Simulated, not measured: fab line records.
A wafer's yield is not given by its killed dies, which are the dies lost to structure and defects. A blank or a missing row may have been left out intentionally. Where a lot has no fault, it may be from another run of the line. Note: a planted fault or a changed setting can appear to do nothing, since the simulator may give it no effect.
fab line records ; flow rit_cmos ; part 1 of 2: steps 1 to 28 of 40
record lots=5; wafers=15; last_day=7
route steps=202 shown ACTIVE@12 FOX1@20 FOX2@23 NWELL@28 PWELL@39 WELLDRIVE@50
lots that met no fault: taken from a fault-free run of the same line
start_h: hours from the record's opening day to when the first of the lot's shown wafers began ; wait_h: time in hours since the lot's previous step ; " identical to the entry in the row above ; L1.1+2: one row covering several wafers at once ; - no value present, or no start provided ; * or withheld: withheld ; < > ~ a bound
route shown NAME@n: names a module that has steps shown in the file, with the first one's number in the route ; usual: mean/standard deviation taken from wafers without a fault ; same: alike in all rows ; chamber/n: place in a boat ; sites: each site's reading ; _std_site: standard deviation across them ; _edge_site: mean of outer sites minus mean of inner sites ; radius_mm: how far each site lies from the wafer's centre ; mask NAME#n: copy n ; behind: the most recent tool/chamber to have shaped the wafer ; hold: why the lot was held/for how many hours/how that ended ; device: which transistor (n, p or np) failed to switch ; end of line: the tests these same wafers got at the end of their route ; where a step has no rows: the recipe by itself ; killed: dies lost to structure and defects at the first sort, not the wafer's yield ; map: per-die view of a wafer (x killed, . not killed, _ where there is no die)
set.NAME: setting as actually run; set.NAME@STEP: the setting as run at that earlier step ; model.NAME: the simulator's own value behind a step, which no gauge read
a table for each step, a row for each wafer; lots at some steps of the route
services: a tool's chamber out of use, with start hour (start_h, from the record's first day; less than 0 if before it), hours out, and reason
## steps
# step RIT_ACTIVE_CD_MEAS_11
# recipe target_cd_nm=1400
# usual cd_nm=1399.9/2.3
lot.wafer;tool;chamber;start_h;wait_h;cd_nm
L074.1;cd_sem-01;-;14.66;-;1400.6
L074.2;cd_sem-01;-;14.66;-;1399.2
L074.5;cd_sem-01;-;14.66;-;1400.7
L078.1;cd_sem-01;-;39.25;-;1401.6
L078.2;cd_sem-01;-;39.25;-;1402.5
L078.3;cd_sem-01;-;39.25;-;1401.3
L080.2;cd_sem-01;-;45.32;-;1400.1
L080.3;cd_sem-01;-;45.32;-;1401.1
L080.5;cd_sem-01;-;45.32;-;1401.3
L093.1;cd_sem-01;-;109.93;-;1401.4
L093.4;cd_sem-01;-;109.93;-;1400.5
L093.5;cd_sem-01;-;109.93;-;1401.3
L095.2;cd_sem-01;-;119.67;-;1394.4
L095.3;cd_sem-01;-;119.67;-;1393.7
L095.5;cd_sem-01;-;119.67;-;1392.8
# step RIT_ACTIVE_HARDBAKE_12
# recipe resist=NOVOLAK; temp_c=140; time_s=60
# usual exhaust_pa=44.6/0.93
lot.wafer;tool;chamber;start_h;wait_h;exhaust_pa
L074.1;litho_track-04;0;14.78;0.1;43.5
L074.2;litho_track-04;0;14.78;0.1;45.2
L074.5;litho_track-04;0;14.78;0.1;44.5
L078.1;litho_track-02;0;39.53;0.3;45.0
L078.2;litho_track-02;0;39.53;0.3;44.1
L078.3;litho_track-02;0;39.53;0.3;45.9
L080.2;litho_track-04;0;45.44;0.1;44.8
L080.3;litho_track-04;0;45.44;0.1;45.3
L080.5;litho_track-04;0;45.44;0.1;45.6
L093.1;litho_track-03;0;110.05;0.1;43.1
L093.4;litho_track-03;0;110.05;0.1;43.2
L093.5;litho_track-03;0;110.05;0.1;43.4
L095.2;litho_track-03;0;119.79;0.1;45.8
L095.3;litho_track-03;0;119.79;0.1;45.1
L095.5;litho_track-03;0;119.79;0.1;45.3
# step RIT_ACTIVE_ETCH_13
# recipe stop_on=SiO2; chemistry=SF6; target=Si3N4; time_s=210; over_etch_frac=0.4; SF6_flow_sccm=200; pressure_mtorr=260; rf_w=125; target_depth_a=2100
# usual drypump_motor_current_A=5.7/0.44; oes_product_au=0.820/0.012; throttle_valve_pct=7.52/0.14
lot.wafer;tool;chamber;start_h;wait_h;drypump_motor_current_A;oes_product_au;rf_hours_counter_h;throttle_valve_pct
L074.1;rie_diel-01;2;14.93;0.1;5.4;0.815;116;7.33
L074.2;rie_diel-01;3;14.93;0.1;5.0;0.815;9;7.59
L074.5;rie_diel-01;1;14.93;0.1;5.7;0.831;-;7.74
L078.1;rie_diel-02;2;39.68;0.1;5.7;0.813;54;7.77
L078.2;rie_diel-02;1;39.68;0.1;5.9;0.843;0;7.53
L078.3;rie_diel-02;0;39.68;0.1;5.7;0.805;34;7.51
L080.2;rie_diel-02;1;45.57;0.1;5.9;0.838;0;7.52
L080.3;rie_diel-02;2;45.57;0.1;5.7;0.811;54;7.76
L080.5;rie_diel-02;0;45.57;0.1;5.7;0.810;-;7.51
L093.1;rie_diel-03;1;110.20;0.1;5.9;0.804;111;7.60
L093.4;rie_diel-03;0;110.20;0.1;5.5;0.828;52;7.60
L093.5;rie_diel-03;1;110.20;0.1;5.9;0.807;-;7.61
L095.2;rie_diel-01;1;119.92;0.1;5.7;0.819;132;7.73
L095.3;rie_diel-01;1;119.92;0.1;5.7;0.813;-;7.75
L095.5;rie_diel-01;0;119.92;0.1;6.6;0.807;-;7.41
# step RIT_ACTIVE_STRIP_14
# recipe chemistry=O2; time_s=180; resist=NOVOLAK; platen_temp_c=withheld; power_w=500; pressure_mtorr=4000; o2_flow_sccm=4000
# usual drypump_motor_current_A=5.85/0.18
lot.wafer;tool;chamber;start_h;wait_h;drypump_motor_current_A;rf_hours_counter_h
L074.1;plasma_asher-01;1;15.06;0.1;5.67;36
L074.2;plasma_asher-01;0;15.06;0.1;6.12;36
L074.5;plasma_asher-01;1;15.06;0.1;5.68;-
L078.1;plasma_asher-03;1;39.81;0.1;6.05;38
L078.2;plasma_asher-03;0;39.81;0.1;5.64;38
L078.3;plasma_asher-03;0;39.81;0.1;5.64;-
L080.2;plasma_asher-02;1;45.70;0.1;5.87;41
L080.3;plasma_asher-02;0;45.70;0.1;5.73;-
L080.5;plasma_asher-02;0;45.70;0.1;5.71;-
L093.1;plasma_asher-02;1;110.34;0.1;5.89;47
L093.4;plasma_asher-02;0;110.34;0.1;5.75;-
L093.5;plasma_asher-02;0;110.34;0.1;5.70;-
L095.2;plasma_asher-01;1;120.12;0.1;5.63;0
L095.3;plasma_asher-01;0;120.12;0.1;6.12;-
L095.5;plasma_asher-01;0;120.12;0.1;6.10;-
# step RIT_ACTIVE_CD_MEAS_90
# recipe target_cd_nm=1400
# usual cd_nm=1400.0/2.3
lot.wafer;tool;chamber;start_h;wait_h;cd_nm
L074.1;cd_sem-01;-;15.24;0.1;1400.9
L074.2;cd_sem-01;-;15.24;0.1;1399.4
L074.5;cd_sem-01;-;15.24;0.1;1400.5
L078.1;cd_sem-02;-;39.99;0.1;1401.8
L078.2;cd_sem-02;-;39.99;0.1;1402.7
L078.3;cd_sem-02;-;39.99;0.1;1401.3
L080.2;cd_sem-01;-;45.90;0.1;1400.3
L080.3;cd_sem-01;-;45.90;0.1;1401.0
L080.5;cd_sem-01;-;45.90;0.1;1401.6
L093.1;cd_sem-02;-;110.51;0.1;1402.0
L093.4;cd_sem-02;-;110.51;0.1;1400.3
L093.5;cd_sem-02;-;110.51;0.1;1401.1
L095.2;cd_sem-01;-;120.31;0.1;1394.3
L095.3;cd_sem-01;-;120.31;0.1;1393.5
L095.5;cd_sem-01;-;120.31;0.1;1393.3
# step RIT_ACTIVE_CLEAN_15
# recipe chemistry=SC1; mix=3:3:50; time_s=600; temp_c=75
lot.wafer;tool;chamber;start_h;wait_h
L074.1+2+5;wet_bench-03;0;15.36;0.1
L078.1+2+3;wet_bench-01;2;40.11;0.1
L080.2+3+5;wet_bench-03;3;46.00;0.1
L093.1+4+5;wet_bench-04;2;110.63;0.1
L095.2+3+5;wet_bench-01;3;120.50;0.2
# step RIT_ACTIVE_CLEAN_16
# recipe chemistry=dHF; dilution=50:1; time_s=30
lot.wafer;tool;chamber;start_h;wait_h
L074.1+2+5;wet_bench-01;1;15.53;0.0
L078.1+2+3;wet_bench-03;2;40.28;0.0
L080.2+3+5;wet_bench-01;1;46.17;0.0
L093.1+4+5;wet_bench-04;0;110.82;0.0
L095.2+3+5;wet_bench-01;1;120.69;0.0
# step RIT_ACTIVE_CLEAN_17
# recipe chemistry=SC2; mix=3:3:50; time_s=600; temp_c=75; dry=n2_spin
lot.wafer;tool;chamber;start_h;wait_h
L074.1+2+5;wet_bench-04;1;15.55;0.0
L078.1+2+3;wet_bench-01;3;40.30;0.0
L080.2+3+5;wet_bench-03;0;46.19;0.0
L093.1+4+5;wet_bench-01;3;110.84;0.0
L095.2+3+5;wet_bench-01;3;120.70;0.0
# step RIT_FOX1_OXIDATION_00
# recipe temp_c=1100; ambient=H2O; target_thk_a=3507; p_h2o_torr=720; ox_time_s=1130
# usual ox_temp_c_max=1104.0/1.3
lot.wafer;tool;chamber;start_h;wait_h;ox_temp_c_max
L074.1;furnace-01;0;16.24;0.5;1102.4
L074.2;furnace-01;0;16.24;0.5;1102.2
L074.5;furnace-01;0;16.24;0.5;1102.4
L078.1;furnace-04;0;40.88;0.4;1105.5
L078.2;furnace-04;0;40.88;0.4;1105.2
L078.3;furnace-04;0;40.88;0.4;1104.1
L080.2;furnace-01;0;47.16;0.8;1102.2
L080.3;furnace-01;0;47.16;0.8;1102.7
L080.5;furnace-01;0;47.16;0.8;1103.6
L093.1;furnace-04;0;111.34;0.3;1105.4
L093.4;furnace-04;0;111.34;0.3;1103.7
L093.5;furnace-04;0;111.34;0.3;1104.5
L095.2;furnace-01;0;122.12;1.2;1102.6
L095.3;furnace-01;0;122.12;1.2;1103.1
L095.5;furnace-01;0;122.12;1.2;1102.5
# step RIT_FOX1_THK_MEAS_01
# recipe reads=SiO2_of_FOX1_OXIDATION_00
# usual FOX1_OXIDE_THK=349/8.2
lot.wafer;tool;chamber;start_h;wait_h;FOX1_OXIDE_THK[nm]
L074.1;film_metro-01;-;17.55;0.0;343
L074.2;film_metro-01;-;17.55;0.0;342
L074.5;film_metro-01;-;17.55;0.0;348
L078.1;film_metro-04;-;42.19;0.0;351
L078.2;film_metro-04;-;42.19;0.0;349
L078.3;film_metro-04;-;42.19;0.0;353
L080.2;film_metro-03;-;48.48;0.0;362
L080.3;film_metro-03;-;48.48;0.0;362
L080.5;film_metro-03;-;48.48;0.0;361
L093.1;film_metro-01;-;112.65;0.0;350
L093.4;film_metro-01;-;112.65;0.0;348
L093.5;film_metro-01;-;112.65;0.0;348
L095.2;film_metro-04;-;123.44;0.0;351
L095.3;film_metro-04;-;123.44;0.0;350
L095.5;film_metro-04;-;123.44;0.0;352
# step RIT_FOX1_WET_ETCH_02
# recipe chemistry=BOE; target_depth_nm=350; time_s=390; temp_c=21.5; dry=n2_spin; dilution=10:1; target=SiO2
lot.wafer;tool;chamber;start_h;wait_h
L074.1+2+5;wet_bench-04;1;17.61;0.1
L078.1+2+3;wet_bench-04;0;42.25;0.1
L080.2+3+5;wet_bench-02;2;48.53;0.0
L093.1+4+5;wet_bench-02;2;112.71;0.1
L095.2+3+5;wet_bench-01;2;123.49;0.0
# step RIT_FOX2_OXIDATION_00
# recipe temp_c=1100; ambient=H2O; target_thk_a=3507; p_h2o_torr=720; ox_time_s=1130
# usual ox_temp_c_max=1103.8/1.2
lot.wafer;tool;chamber;start_h;wait_h;ox_temp_c_max
L074.1;furnace-01;0;17.73;0.0;1103.3
L074.2;furnace-01;0;17.73;0.0;1103.5
L074.5;furnace-01;0;17.73;0.0;1102.9
L078.1;furnace-04;0;42.37;0.0;1104.3
L078.2;furnace-04;0;42.37;0.0;1104.5
L078.3;furnace-04;0;42.37;0.0;1103.6
L080.2;furnace-01;0;48.72;0.1;1102.2
L080.3;furnace-01;0;48.72;0.1;1102.0
L080.5;furnace-01;0;48.72;0.1;1102.3
L093.1;furnace-01;0;112.83;0.0;1102.1
L093.4;furnace-01;0;112.83;0.0;1103.0
L093.5;furnace-01;0;112.83;0.0;1102.4
L095.2;furnace-01;0;123.62;0.0;1102.1
L095.3;furnace-01;0;123.62;0.0;1102.3
L095.5;furnace-01;0;123.62;0.0;1101.8
# step RIT_FOX2_THK_MEAS_01
# recipe reads=SiO2_of_FOX2_OXIDATION_00
# usual FOX2_OXIDE_THK=349/6.3
lot.wafer;tool;chamber;start_h;wait_h;FOX2_OXIDE_THK[nm]
L074.1;film_metro-01;-;19.04;0.0;351
L074.2;film_metro-01;-;19.04;0.0;349
L074.5;film_metro-01;-;19.04;0.0;357
L078.1;film_metro-01;-;43.68;0.0;349
L078.2;film_metro-01;-;43.68;0.0;335
L078.3;film_metro-01;-;43.68;0.0;341
L080.2;film_metro-01;-;50.04;0.0;356
L080.3;film_metro-01;-;50.04;0.0;364
L080.5;film_metro-01;-;50.04;0.0;353
L093.1;film_metro-01;-;114.14;0.0;343
L093.4;film_metro-01;-;114.14;0.0;352
L093.5;film_metro-01;-;114.14;0.0;350
L095.2;film_metro-02;-;124.94;0.0;339
L095.3;film_metro-02;-;124.94;0.0;344
L095.5;film_metro-02;-;124.94;0.0;337
# step RIT_FOX2_CLEAN_02
# recipe chemistry=dHF; dilution=50:1; time_s=180
lot.wafer;tool;chamber;start_h;wait_h
L074.1+2+5;wet_bench-04;1;19.10;0.1
L078.1+2+3;wet_bench-03;0;43.74;0.1
L080.2+3+5;wet_bench-04;2;50.09;0.0
L093.1+4+5;wet_bench-04;0;114.20;0.1
L095.2+3+5;wet_bench-03;1;124.99;0.0
# step RIT_FOX2_WET_ETCH_03
# recipe chemistry=H3PO4; target=Si3N4; target_depth_nm=195; temp_c=165; time_s=2700
lot.wafer;tool;chamber;start_h;wait_h
L074.1+2+5;wet_bench-03;0;19.16;0.0
L078.1+2+3;wet_bench-04;0;43.80;0.0
L080.2+3+5;wet_bench-02;3;50.15;0.0
L093.1+4+5;wet_bench-03;2;114.27;0.0
L095.2+3+5;wet_bench-04;3;125.05;0.0
# step RIT_FOX2_THK_MEAS_90
# recipe reads=SiO2_of_FOX2_OXIDATION_00
# usual FIELD_OXIDE_LEFT_1_THK=322/6.2
lot.wafer;tool;chamber;start_h;wait_h;FIELD_OXIDE_LEFT_1_THK[nm]
L074.1;film_metro-01;-;19.92;0.0;322
L074.2;film_metro-01;-;19.92;0.0;322
L074.5;film_metro-01;-;19.92;0.0;329
L078.1;film_metro-02;-;44.56;0.0;321
L078.2;film_metro-02;-;44.56;0.0;308
L078.3;film_metro-02;-;44.56;0.0;314
L080.2;film_metro-01;-;50.92;0.0;328
L080.3;film_metro-01;-;50.92;0.0;337
L080.5;film_metro-01;-;50.92;0.0;326
L093.1;film_metro-01;-;115.03;0.0;315
L093.4;film_metro-01;-;115.03;0.0;325
L093.5;film_metro-01;-;115.03;0.0;322
L095.2;film_metro-03;-;125.96;0.0;312
L095.3;film_metro-03;-;125.96;0.0;317
L095.5;film_metro-03;-;125.96;0.0;310
# step RIT_NWELL_HMDS_00
# recipe prime_time_s=60; prime_temp_c=140
# usual exhaust_pa=44.9/0.92
lot.wafer;tool;chamber;start_h;wait_h;exhaust_pa
L074.1;litho_track-02;0;20.03;0.1;43.4
L074.2;litho_track-02;0;20.03;0.1;45.0
L074.5;litho_track-02;0;20.03;0.1;42.5
L078.1;litho_track-01;0;44.75;0.2;45.8
L078.2;litho_track-01;0;44.75;0.2;46.2
L078.3;litho_track-01;0;44.75;0.2;45.1
L080.2;litho_track-03;0;51.00;0.1;45.6
L080.3;litho_track-03;0;51.00;0.1;44.6
L080.5;litho_track-03;0;51.00;0.1;45.9
L093.1;litho_track-01;0;115.09;0.1;45.3
L093.4;litho_track-01;0;115.09;0.1;44.7
L093.5;litho_track-01;0;115.09;0.1;44.4
L095.2;litho_track-03;0;126.04;0.1;43.4
L095.3;litho_track-03;0;126.04;0.1;45.1
L095.5;litho_track-03;0;126.04;0.1;44.4
# step RIT_NWELL_COAT_01
# recipe resist=NOVOLAK; spin_rpm=2000; resist_thk_nm=1300
# usual exhaust_pa=45.4/0.99
lot.wafer;tool;chamber;start_h;wait_h;exhaust_pa
L074.1;litho_track-02;0;20.18;0.1;44.9
L074.2;litho_track-02;0;20.18;0.1;45.4
L074.5;litho_track-02;0;20.18;0.1;45.6
L078.1;litho_track-01;0;44.90;0.1;45.2
L078.2;litho_track-01;0;44.90;0.1;45.8
L078.3;litho_track-01;0;44.90;0.1;46.3
L080.2;litho_track-03;0;51.15;0.1;45.4
L080.3;litho_track-03;0;51.15;0.1;46.4
L080.5;litho_track-03;0;51.15;0.1;46.3
L093.1;litho_track-01;0;115.24;0.1;45.3
L093.4;litho_track-01;0;115.24;0.1;47.0
L093.5;litho_track-01;0;115.24;0.1;46.6
L095.2;litho_track-03;0;126.19;0.1;46.3
L095.3;litho_track-03;0;126.19;0.1;44.8
L095.5;litho_track-03;0;126.19;0.1;44.7
# step RIT_NWELL_SOFTBAKE_02
# recipe resist=NOVOLAK; temp_c=88.75; time_s=60
# usual exhaust_pa=45.1/0.8
lot.wafer;tool;chamber;start_h;wait_h;exhaust_pa
L074.1;litho_track-02;0;20.33;0.1;46.1
L074.2;litho_track-02;0;20.33;0.1;44.9
L074.5;litho_track-02;0;20.33;0.1;46.2
L078.1;litho_track-01;0;45.05;0.1;44.8
L078.2;litho_track-01;0;45.05;0.1;44.9
L078.3;litho_track-01;0;45.05;0.1;44.4
L080.2;litho_track-03;0;51.30;0.1;45.3
L080.3;litho_track-03;0;51.30;0.1;45.5
L080.5;litho_track-03;0;51.30;0.1;44.1
L093.1;litho_track-01;0;115.39;0.1;44.2
L093.4;litho_track-01;0;115.39;0.1;43.2
L093.5;litho_track-01;0;115.39;0.1;43.7
L095.2;litho_track-03;0;126.34;0.1;45.4
L095.3;litho_track-03;0;126.34;0.1;43.3
L095.5;litho_track-03;0;126.34;0.1;46.5
# step RIT_NWELL_EXPOSE_03
# recipe mask_id=M2; na=0.57; target_cd_nm=43900; dose_mj=250
# usual exposure_dose_mJ_cm2=250.02/0.24
lot.wafer;tool;chamber;start_h;wait_h;mask;exposure_dose_mJ_cm2
L074.1;iline_stepper-02;0;20.48;0.1;M2#0;250.50
L074.2;iline_stepper-02;0;20.48;0.1;M2#0;250.11
L074.5;iline_stepper-02;0;20.48;0.1;M2#0;250.26
L078.1;iline_stepper-02;0;45.20;0.1;M2#0;250.16
L078.2;iline_stepper-02;0;45.20;0.1;M2#0;249.90
L078.3;iline_stepper-02;0;45.20;0.1;M2#0;249.78
L080.2;iline_stepper-01;0;51.44;0.1;M2#0;250.37
L080.3;iline_stepper-01;0;51.44;0.1;M2#0;249.87
L080.5;iline_stepper-01;0;51.44;0.1;M2#0;249.93
L093.1;iline_stepper-01;0;115.54;0.1;M2#0;249.55
L093.4;iline_stepper-01;0;115.54;0.1;M2#0;249.76
L093.5;iline_stepper-01;0;115.54;0.1;M2#0;249.72
L095.2;iline_stepper-02;0;126.61;0.2;M2#0;250.35
L095.3;iline_stepper-02;0;126.61;0.2;M2#0;250.28
L095.5;iline_stepper-02;0;126.61;0.2;M2#0;250.33
# step RIT_NWELL_PEB_04
# recipe resist=NOVOLAK; temp_c=withheld; time_s=withheld
# usual exhaust_pa=45.0/0.97
lot.wafer;tool;chamber;start_h;wait_h;exhaust_pa
L074.1;litho_track-01;0;20.60;0.1;46.3
L074.2;litho_track-01;0;20.60;0.1;46.2
L074.5;litho_track-01;0;20.60;0.1;45.9
L078.1;litho_track-02;0;45.32;0.1;45.4
L078.2;litho_track-02;0;45.32;0.1;45.8
L078.3;litho_track-02;0;45.32;0.1;44.8
L080.2;litho_track-03;0;51.64;0.2;45.3
L080.3;litho_track-03;0;51.64;0.2;45.3
L080.5;litho_track-03;0;51.64;0.2;44.4
L093.1;litho_track-03;0;115.66;0.1;46.3
L093.4;litho_track-03;0;115.66;0.1;45.7
L093.5;litho_track-03;0;115.66;0.1;46.0
L095.2;litho_track-01;0;126.73;0.1;46.4
L095.3;litho_track-01;0;126.73;0.1;47.7
L095.5;litho_track-01;0;126.73;0.1;44.7
# step RIT_NWELL_DEVELOP_05
# recipe resist=NOVOLAK; develop_time_s=68; dev_temp_c=23
# usual exhaust_pa=44.9/0.8
lot.wafer;tool;chamber;start_h;wait_h;exhaust_pa
L074.1;litho_track-01;0;-;-;45.4
L074.2;litho_track-01;0;-;-;44.8
L074.5;litho_track-01;0;-;-;45.1
L078.1;litho_track-02;0;-;-;45.1
L078.2;litho_track-02;0;-;-;44.7
L078.3;litho_track-02;0;-;-;46.4
L080.2;litho_track-03;0;-;-;44.9
L080.3;litho_track-03;0;-;-;44.3
L080.5;litho_track-03;0;-;-;43.8
L093.1;litho_track-03;0;-;-;46.3
L093.4;litho_track-03;0;-;-;46.1
L093.5;litho_track-03;0;-;-;46.1
L095.2;litho_track-01;0;-;-;44.4
L095.3;litho_track-01;0;-;-;44.1
L095.5;litho_track-01;0;-;-;44.1
# step RIT_NWELL_OVL_MEAS_06
# usual NWELL_OVL=0.5/1.7
lot.wafer;tool;chamber;start_h;wait_h;NWELL_OVL[nm]
L074.1;overlay-01;-;20.91;-;-1.2
L074.2;overlay-01;-;20.91;-;-2.4
L074.5;overlay-01;-;20.91;-;-2.7
L078.1;overlay-01;-;45.63;-;0.1
L078.2;overlay-01;-;45.63;-;1.2
L078.3;overlay-01;-;45.63;-;1.9
L080.2;overlay-01;-;51.93;-;2.8
L080.3;overlay-01;-;51.93;-;3.5
L080.5;overlay-01;-;51.93;-;1.5
L093.1;overlay-01;-;115.97;-;2.0
L093.4;overlay-01;-;115.97;-;1.6
L093.5;overlay-01;-;115.97;-;0.2
L095.2;overlay-02;-;127.02;-;1.6
L095.3;overlay-02;-;127.02;-;-0.9
L095.5;overlay-02;-;127.02;-;-0.5
# step RIT_NWELL_HARDBAKE_07
# recipe resist=NOVOLAK; temp_c=140; time_s=120
# usual exhaust_pa=44.9/1.1
lot.wafer;tool;chamber;start_h;wait_h;exhaust_pa
L074.1;litho_track-02;0;20.95;0.0;44.6
L074.2;litho_track-02;0;20.95;0.0;44.6
L074.5;litho_track-02;0;20.95;0.0;44.8
L078.1;litho_track-03;0;45.67;0.0;44.5
L078.2;litho_track-03;0;45.67;0.0;44.0
L078.3;litho_track-03;0;45.67;0.0;43.7
L080.2;litho_track-02;0;52.00;0.1;46.0
L080.3;litho_track-02;0;52.00;0.1;45.0
L080.5;litho_track-02;0;52.00;0.1;45.0
L093.1;litho_track-01;0;116.01;0.0;44.3
L093.4;litho_track-01;0;116.01;0.0;43.5
L093.5;litho_track-01;0;116.01;0.0;44.2
L095.2;litho_track-01;0;127.09;0.1;44.7
L095.3;litho_track-01;0;127.09;0.1;43.7
L095.5;litho_track-01;0;127.09;0.1;44.7
# step RIT_NWELL_IMPLANT_08
# recipe species=P; energy_kev=170; dose_cm2=5e+13; tilt_deg=7
# usual beam_energy_keV=169.99/0.048
lot.wafer;tool;chamber;start_h;wait_h;beam_energy_keV
L074.1;implanter-04;0;21.20;0.2;170.03
L074.2;implanter-04;0;21.20;0.2;170.05
L074.5;implanter-04;0;21.20;0.2;170.08
L078.1;implanter-01;0;45.92;0.2;170.02
L078.2;implanter-01;0;45.92;0.2;169.99
L078.3;implanter-01;0;45.92;0.2;170.07
L080.2;implanter-01;0;52.24;0.2;170.03
L080.3;implanter-01;0;52.24;0.2;169.95
L080.5;implanter-01;0;52.24;0.2;170.02
L093.1;implanter-02;0;116.26;0.2;170.01
L093.4;implanter-02;0;116.26;0.2;170.03
L093.5;implanter-02;0;116.26;0.2;170.04
L095.2;implanter-04;0;127.33;0.2;169.95
L095.3;implanter-04;0;127.33;0.2;169.95
L095.5;implanter-04;0;127.33;0.2;170.00
# step RIT_NWELL_STRIP_09
# recipe chemistry=O2; time_s=180; resist=NOVOLAK; platen_temp_c=withheld; power_w=500; pressure_mtorr=4000; o2_flow_sccm=4000
# usual drypump_motor_current_A=5.7/0.31
lot.wafer;tool;chamber;start_h;wait_h;drypump_motor_current_A;rf_hours_counter_h
L074.1;plasma_asher-01;1;21.35;0.1;5.7;37
L074.2;plasma_asher-01;0;21.35;0.1;6.1;37
L074.5;plasma_asher-01;0;21.35;0.1;6.1;-
L078.1;plasma_asher-04;0;46.07;0.1;5.0;25
L078.2;plasma_asher-04;1;46.07;0.1;5.6;25
L078.3;plasma_asher-04;1;46.07;0.1;5.5;-
L080.2;plasma_asher-02;0;52.36;0.1;5.7;41
L080.3;plasma_asher-02;1;52.36;0.1;5.8;-
L080.5;plasma_asher-02;1;52.36;0.1;5.9;-
L093.1;plasma_asher-02;1;116.41;0.1;5.9;48
L093.4;plasma_asher-02;1;116.41;0.1;5.9;-
L093.5;plasma_asher-02;1;116.41;0.1;5.9;-
L095.2;plasma_asher-01;0;127.45;0.1;6.1;1
L095.3;plasma_asher-01;0;127.45;0.1;6.1;-
L095.5;plasma_asher-01;1;127.45;0.1;5.7;-
# step RIT_NWELL_TW_MEAS_10
# usual NWELL_TW=2128/25
lot.wafer;tool;chamber;start_h;wait_h;NWELL_TW
L074.1;film_metro-01;-;21.52;0.1;2072
L074.2;film_metro-01;-;21.52;0.1;2091
L074.5;film_metro-01;-;21.52;0.1;2085
L078.1;film_metro-01;-;46.24;0.1;2099
L078.2;film_metro-01;-;46.24;0.1;2095
L078.3;film_metro-01;-;46.24;0.1;2102
L080.2;film_metro-01;-;52.55;0.1;2087
L080.3;film_metro-01;-;52.55;0.1;2092
L080.5;film_metro-01;-;52.55;0.1;2092
L093.1;film_metro-01;-;116.58;0.1;2089
L093.4;film_metro-01;-;116.58;0.1;2095
L093.5;film_metro-01;-;116.58;0.1;2088
L095.2;film_metro-02;-;127.64;0.1;2152
L095.3;film_metro-02;-;127.64;0.1;2130
L095.5;film_metro-02;-;127.64;0.1;2137
# step RIT_PWELL_HMDS_00
# recipe prime_time_s=60; prime_temp_c=140
# usual exhaust_pa=45.0/0.88
lot.wafer;tool;chamber;start_h;wait_h;exhaust_pa
L074.1;litho_track-03;0;21.58;0.1;44.1
L074.2;litho_track-03;0;21.58;0.1;44.9
L074.5;litho_track-03;0;21.58;0.1;44.5
L078.1;litho_track-01;0;46.30;0.1;44.5
L078.2;litho_track-01;0;46.30;0.1;44.4
L078.3;litho_track-01;0;46.30;0.1;44.6
L080.2;litho_track-04;0;52.62;0.1;45.2
L080.3;litho_track-04;0;52.62;0.1;43.5
L080.5;litho_track-04;0;52.62;0.1;45.7
L093.1;litho_track-01;0;116.64;0.1;43.8
L093.4;litho_track-01;0;116.64;0.1;44.5
L093.5;litho_track-01;0;116.64;0.1;44.1
L095.2;litho_track-04;0;127.71;0.1;45.9
L095.3;litho_track-04;0;127.71;0.1;46.2
L095.5;litho_track-04;0;127.71;0.1;44.8
